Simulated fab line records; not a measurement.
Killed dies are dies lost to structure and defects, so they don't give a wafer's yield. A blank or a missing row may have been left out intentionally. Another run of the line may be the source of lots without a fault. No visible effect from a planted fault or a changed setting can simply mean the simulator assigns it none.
Which tool is to blame? | flow berkeley-cmos170 | Sampling: 14 lots, 42 wafers, 6 of 331 route steps

WHAT THE GAUGES READ, wafer by wafer
UCB170_ACTIVE_OVL_MEAS_14. Usual: ACTIVE_OVL gives -2 nm (standard deviation 5.9).
lot  | measured    | on         | ACTIVE_OVL (nm) | flag
L662 | day 3 14:28 | overlay-02 | 15 7 7          |
L663 | day 4 03:03 | overlay-01 | 1 -11 -1        |
L665 | day 4 08:55 | overlay-01 | 4 1 2           |
L666 | day 4 21:46 | overlay-01 | -3 -2 1         |
L667 | day 5 03:40 | overlay-02 | 3 2 3           |
L668 | day 5 03:23 | overlay-02 | 6 2 2           |
L671 | day 5 23:54 | overlay-02 | -5 -6 -9        |
L670 | day 5 23:42 | overlay-01 | -9 -9 -6        |
L674 | day 6 10:17 | overlay-02 | -5 -6 1         |
L675 | day 6 10:14 | overlay-02 | -2 -8 -4        |
L676 | day 6 23:53 | overlay-02 | 0 3 3           |
L682 | day 8 10:24 | overlay-01 | -9 -12 -4       |
L683 | day 8 15:53 | overlay-01 | -6 -4 0         |
L685 | day 8 22:25 | overlay-01 | -1 7 4          |

UCB170_M3_RS_MEAS_02: uses a four-point probe to measure. Usual: M3_AL_RS gives 0.0321 ohm/sq (standard deviation 0.00045).
lot  | measured     | on            | M3_AL_RS (ohm/sq)    | flag
L662 | day 6 21:17  | film-metro-02 | 0.0323 0.0330 0.0323 |
L663 | day 7 14:02  | film-metro-02 | 0.0316 0.0323 0.0315 |
L665 | day 8 06:31  | film-metro-03 | 0.0321 0.0317 0.0320 |
L666 | day 8 07:01  | film-metro-03 | 0.0320 0.0317 0.0326 |
L667 | day 8 06:43  | film-metro-02 | 0.0314 0.0319 0.0321 |
L668 | day 8 07:17  | film-metro-03 | 0.0323 0.0319 0.0315 |
L671 | day 9 11:02  | film-metro-01 | 0.0319 0.0316 0.0319 |
L670 | day 9 10:25  | film-metro-01 | 0.0321 0.0328 0.0332 |
L674 | day 9 22:56  | film-metro-03 | 0.0346 0.0344 0.0346 | OFF
L675 | day 9 18:50  | film-metro-03 | 0.0320 0.0318 0.0323 |
L676 | day 10 16:32 | film-metro-01 | 0.0351 0.0349 0.0352 | OFF
L682 | day 11 22:26 | film-metro-01 | 0.0328 0.0326 0.0331 |
L683 | day 12 08:32 | film-metro-01 | 0.0319 0.0309 0.0320 |
L685 | day 12 05:08 | film-metro-01 | 0.0327 0.0328 0.0327 |

UCB170_M3_THK_MEAS_03: measures by xrf. Usual: M3_AL_THK gives 896 nm (standard deviation 12).
lot  | measured     | on            | M3_AL_THK (nm) | flag
L662 | day 6 21:25  | film-metro-02 | 889 874 894    |
L663 | day 7 14:09  | film-metro-02 | 907 887 911    |
L665 | day 8 06:36  | film-metro-03 | 887 903 894    |
L666 | day 8 07:08  | film-metro-03 | 896 898 871    |
L667 | day 8 06:50  | film-metro-02 | 914 894 898    |
L668 | day 8 07:24  | film-metro-03 | 888 895 900    |
L671 | day 9 11:08  | film-metro-01 | 905 915 906    |
L670 | day 9 10:31  | film-metro-01 | 899 883 867    |
L674 | day 9 23:02  | film-metro-03 | 833 836 835    | OFF
L675 | day 9 18:56  | film-metro-03 | 896 904 887    |
L676 | day 10 16:39 | film-metro-01 | 820 827 821    | OFF
L682 | day 11 22:32 | film-metro-01 | 884 890 877    |
L683 | day 12 08:39 | film-metro-01 | 911 939 906    |
L685 | day 12 05:15 | film-metro-01 | 884 877 889    |

TOOL THAT RAN EACH LOT (tool first, then ch and the chambers of the sampled wafers, then the start)
lot  | UCB170_PWELL_STRIP_16               | UCB170_SDANNEAL_RTA_01           | UCB170_M3_SPUTTER_01
L662 | plasma-asher-03 ch 0,1, day 2 13:46 | rtp-anneal-02 ch 0, day 6 01:01  | pvd-sputter-01, day 6 21:13
L663 | plasma-asher-01 ch 0,1, day 2 21:54 | rtp-anneal-02 ch 0, day 6 14:58  | pvd-sputter-04, day 7 13:56
L665 | plasma-asher-01 ch 0,1, day 3 08:46 | rtp-anneal-01 ch 0, day 7 05:02  | pvd-sputter-03, day 8 06:22
L666 | plasma-asher-03 ch 0,1, day 3 17:25 | rtp-anneal-02 ch 0, day 7 05:44  | pvd-sputter-01, day 8 06:55
L667 | plasma-asher-01 ch 0,1, day 4 00:11 | rtp-anneal-02 ch 0, day 7 05:14  | pvd-sputter-04, day 8 06:38
L668 | plasma-asher-04 ch 0,1, day 4 03:42 | rtp-anneal-01 ch 0, day 7 05:29  | pvd-sputter-03, day 8 07:12
L671 | plasma-asher-04 ch 0,1, day 4 19:40 | rtp-anneal-02 ch 0, day 8 14:28  | pvd-sputter-01, day 9 10:55
L670 | plasma-asher-03 ch 0,1, day 4 19:54 | rtp-anneal-01 ch 0, day 8 14:41  | pvd-sputter-03, day 9 10:19
L674 | plasma-asher-01 ch 0,1, day 5 11:16 | rtp-anneal-02 ch 0, day 8 23:58  | pvd-sputter-01, day 9 22:50
L675 | plasma-asher-01 ch 0,1, day 5 15:28 | rtp-anneal-01 ch 0, day 8 23:28  | pvd-sputter-01, day 9 18:44
L676 | plasma-asher-01 ch 0,1, day 6 01:41 | rtp-anneal-01 ch 0, day 9 16:55  | pvd-sputter-01, day 10 16:27
L682 | plasma-asher-04 ch 0,1, day 7 02:46 | rtp-anneal-02 ch 0, day 10 22:14 | pvd-sputter-03, day 11 22:20
L683 | plasma-asher-04 ch 0,1, day 7 08:04 | rtp-anneal-01 ch 0, day 11 08:04 | pvd-sputter-04, day 12 08:27
L685 | plasma-asher-03 ch 0,1, day 7 16:31 | rtp-anneal-01 ch 0, day 11 11:04 | pvd-sputter-03, day 12 05:02
- UCB170_PWELL_STRIP_16: strips in O2.
- UCB170_SDANNEAL_RTA_01: time 5 s.
- UCB170_M3_SPUTTER_01: material Al, target thk 900 nm, time 120 s.

WHAT THE TOOLS THEMSELVES READ (means of the sampled wafers that have a number; where no wafer has one, the mark that the record gives instead)
UCB170_PWELL_STRIP_16. Usual: drypump-motor-current-A 5.53 A, standard deviation 0.26; oes-product-au 0.721 a.u., standard deviation 0.0043; strip-time-to-endpoint-s 18.05 s, standard deviation 0.085.
lot  | tool            | drypump-motor-current-A (A) | oes-product-au (a.u.) | strip-time-to-endpoint-s (s) | flag
L662 | plasma-asher-03 | 5.59                        | 0.721                 | 18.08                        |
L663 | plasma-asher-01 | 5.45                        | 0.715                 | 18.12                        |
L665 | plasma-asher-01 | 5.40                        | 0.721                 | 18.01                        |
L666 | plasma-asher-03 | 5.64                        | 0.721                 | 18.20                        |
L667 | plasma-asher-01 | 5.43                        | 0.721                 | 18.06                        |
L668 | plasma-asher-04 | 5.50                        | 0.723                 | 18.16                        |
L671 | plasma-asher-04 | 5.78                        | 0.726                 | 18.00                        |
L670 | plasma-asher-03 | 5.53                        | 0.720                 | 18.07                        |
L674 | plasma-asher-01 | 5.40                        | 0.720                 | 17.96                        |
L675 | plasma-asher-01 | 5.39                        | 0.723                 | 18.06                        |
L676 | plasma-asher-01 | 5.47                        | 0.716                 | 18.14                        |
L682 | plasma-asher-04 | 5.50                        | 0.727                 | 17.96                        |
L683 | plasma-asher-04 | 5.77                        | 0.724                 | 18.03                        |
L685 | plasma-asher-03 | 5.52                        | 0.723                 | 17.97                        |

UCB170_SDANNEAL_RTA_01. Usual: chamber-o2-ppm 2.002, standard deviation 0.022; lamp-power-pct 37 %, standard deviation 5; wafer_temp_C_max 1055.5, standard deviation 1.1.
lot  | tool          | chamber-o2-ppm | lamp-power-pct (%) | wafer_temp_C_max | flag
L662 | rtp-anneal-02 | 2.030          | 42                 | 1055.2           |
L663 | rtp-anneal-02 | 2.006          | 42                 | 1055.0           |
L665 | rtp-anneal-01 | 2.011          | 32                 | 1055.9           |
L666 | rtp-anneal-02 | 2.003          | 42                 | 1055.2           |
L667 | rtp-anneal-02 | 2.013          | 42                 | 1055.2           |
L668 | rtp-anneal-01 | 2.008          | 32                 | 1055.8           |
L671 | rtp-anneal-02 | 1.991          | 42                 | 1054.8           |
L670 | rtp-anneal-01 | 2.005          | 32                 | 1055.3           |
L674 | rtp-anneal-02 | 2.003          | 42                 | 1055.9           |
L675 | rtp-anneal-01 | 2.029          | 32                 | 1056.4           |
L676 | rtp-anneal-01 | 2.019          | 32                 | 1056.0           |
L682 | rtp-anneal-02 | 2.000          | 42                 | 1054.7           |
L683 | rtp-anneal-01 | 2.006          | 32                 | 1056.0           |
L685 | rtp-anneal-01 | 2.002          | 32                 | 1055.7           |

UCB170_M3_SPUTTER_01. Usual: throttle-valve-pct at 29.7 %, with a standard deviation of 0.51.
lot  | tool           | throttle-valve-pct (%) | flag
L662 | pvd-sputter-01 | 29.7                   |
L663 | pvd-sputter-04 | 29.4                   |
L665 | pvd-sputter-03 | 29.9                   |
L666 | pvd-sputter-01 | 29.3                   |
L667 | pvd-sputter-04 | 29.5                   |
L668 | pvd-sputter-03 | 29.9                   |
L671 | pvd-sputter-01 | 29.2                   |
L670 | pvd-sputter-03 | 29.5                   |
L674 | pvd-sputter-01 | 29.2                   |
L675 | pvd-sputter-01 | 29.6                   |
L676 | pvd-sputter-01 | 30.0                   |
L682 | pvd-sputter-03 | 29.7                   |
L683 | pvd-sputter-04 | 29.6                   |
L685 | pvd-sputter-03 | 29.6                   |

THE ANSWER, worked out from the rows above alone
Rule: take the mean of a lot's wafers that have a number; if it is more than 3 standard deviations from the usual mean, the lot is off. A lot without any number at a reading at which 4 lots or more have one is off too. All remaining lots with rows at the step are treated as sound. Order of review: gauges by route order, followed by the tools' own readings, for which a lot's mean as printed above is used. The first step at which some lot is off is used, and at that step the reading that is off furthest; a lot without a number counts as furthest.
Off: L674, L676, at UCB170_M3_RS_MEAS_02 (M3_AL_RS).
If a tool, at a process step before that reading, ran all the lots that are off and no sound lot after the first of them, it fits. Gauges at UCB170_M3_RS_MEAS_02: tried the same way as those tools. One fits: UCB170_M3_SPUTTER_01 on pvd-sputter-01. A fault onset in the window from L675 (day 9 18:44, its last sound lot) to L674 (day 9 22:50, its first lot off) fits.

WHAT THE SIMULATOR PUT IN
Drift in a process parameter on pvd-sputter-01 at UCB170_M3_SPUTTER_01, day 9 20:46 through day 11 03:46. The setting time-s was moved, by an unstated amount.
Lots struck among those shown: L674, L676. The rule above found the same.
